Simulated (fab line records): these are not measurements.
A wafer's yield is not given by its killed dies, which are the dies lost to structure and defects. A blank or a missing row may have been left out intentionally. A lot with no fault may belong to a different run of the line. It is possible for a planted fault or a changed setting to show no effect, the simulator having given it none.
What tool caused it? ; flow berkeleyCmos170 ; Sampling: 7 lots, 21 wafers, 2 of 331 route steps

WHAT THE GAUGES READ, wafer by wafer
UCB170_GATE_THK_MEAS_02.
lot;measured;on;GATE_OXIDE_THK (nm)
L682;day 6 22:38;filmMetro-02;6.81 6.89 6.81
L688;day 7 12:37;filmMetro-02;6.57 6.46 6.50
L686;day 7 12:38;filmMetro-01;6.86 6.85 6.83
L692;day 8 01:05;filmMetro-04;8.86 8.76 8.74
L691;day 8 01:05;filmMetro-02;8.73 8.78 8.75
L698;day 9 20:18;filmMetro-04;6.68 6.53 6.56
L702;day 10 07:18;filmMetro-04;6.74 6.77 6.73

EACH LOT AND THE TOOL THAT RAN IT (in order: tool; ch and the chambers of the sampled wafers; start)
lot;UCB170_GATE_OXIDATION_01
L682;furnace-01 ch 0, day 6 21:06
L688;furnace-02 ch 0, day 7 11:07
L686;furnace-02 ch 0, day 7 11:07
L692;furnace-02 ch 0, day 7 23:34
L691;furnace-02 ch 0, day 7 23:34
L698;furnace-01 ch 0, day 9 18:47
L702;furnace-03 ch 0, day 10 05:47
- UCB170_GATE_OXIDATION_01: target thk 6.6 nm, ox time 1800 s.

THE ANSWER, worked out from the rows above alone
Rule: what is usual is taken from the lots themselves. Put in order of their means at a reading, lots are off if they are a third of the lots or fewer, leave a main group of 4 or more, and stand apart from it by a gap of 3 or more times the standard deviation of the main group's means; of several such gaps the widest counts. If all means in a main group match to the digits the tables above print for the reading, that group is not used. A lot without any number at a reading at which 4 lots or more have one is off too. All remaining lots with rows at the step are treated as sound.
Off: L692, L691, at UCB170_GATE_THK_MEAS_02 (GATE_OXIDE_THK). Main group: mean 6.71 nm, sd 0.13.
A tool fits if, at a process step before that reading, it ran every lot that is off, and no sound lot after the first of them. The gauges at UCB170_GATE_THK_MEAS_02 are tried like those tools. One fits: furnace-02 at UCB170_GATE_OXIDATION_01. A fault onset in the window from L686 (day 7 11:07, its last sound lot) to L691 (day 7 23:34, its first lot off) fits.

WHAT THE SIMULATOR PUT IN
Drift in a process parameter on furnace-02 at UCB170_GATE_OXIDATION_01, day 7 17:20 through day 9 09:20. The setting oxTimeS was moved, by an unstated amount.
Shown lots that were struck: L692, L691. The rule above found the same.
